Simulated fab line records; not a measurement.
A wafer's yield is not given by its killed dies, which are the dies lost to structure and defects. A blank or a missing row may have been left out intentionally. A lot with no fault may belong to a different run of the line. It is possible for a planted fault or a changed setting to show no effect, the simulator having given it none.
2 desks, one fault	flow ritCmos	numbers are kept per desk, each desk with only its own; the story behind them comes last

## DESK OF THE TOOL OWNER: plasmaAsher-03
The tool's own readings at RIT_PSD_STRIP_09 (strips in O2, time 180 s): means of the sampled wafers that have a number, for each lot that ran on this tool. The brackets show how far a lot's mean lies from the usual mean; more than 4 standard deviations puts the lot out of limits, marked OUT.
Columns: A = chamberPressureMTorr at RIT_PSD_STRIP_09, usual 4000 mTorr; B = drypumpMotorCurrentA at RIT_PSD_STRIP_09, usual 5.5 A; C = runLengthS at RIT_PSD_STRIP_09, usual 208.1 s
lot	first seen here	A	B	C
L491	day 3 15:47	4000	5.7	208.0
L500	day 5 12:16	3998	5.3	117.2 (-99 or more) OUT
This desk finds L500 out of limits, L500 being first, at day 5 12:16 (runLengthS at RIT_PSD_STRIP_09). In limits: L491.

## METROLOGY DESK
What the gauges read, lot by lot, whatever tool the lot ran on: means of the sampled wafers that have a number. The brackets show how far a lot's mean lies from the usual mean; more than 4 standard deviations puts the lot out of limits, marked OUT.
Columns: A = NSD_TW at RIT_NSD_TW_MEAS_10, usual 3120; B = PSD_OVL at RIT_PSD_OVL_MEAS_06, usual 0.1 nm; C = PSD_TW at RIT_PSD_TW_MEAS_10, usual 3455
lot	first seen here	A	B	C
L491	day 3 14:30	3128	-0.8	3453
L496	day 4 15:14	3109	-1.2	3493
L500	day 5 11:01	3156	-1.0	3465
L505	day 6 15:05	3109	-0.2	3412
L511	day 7 19:32	3089	-0.8	3464
Result from this desk: across the 5 lots, nothing is out of limits.

## BROUGHT TOGETHER
An alarm could have come from the tool owner's desk at day 5 12:16, on L500.
Metrology desk: nothing out of limits seen.
The metrology desk holds a record of L500, inside its limits.
Every lot named ran RIT_PSD_STRIP_09 on plasmaAsher-03.

## WHAT HAD BEEN PUT IN BY THE SIMULATOR
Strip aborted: plasmaAsher-03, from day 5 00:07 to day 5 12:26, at RIT_PSD_STRIP_09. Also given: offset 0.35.
Struck lots among those shown: L500.
Time in hours from fault onset to the first out-of-limits reading at each desk: the tool owner's desk, 12.
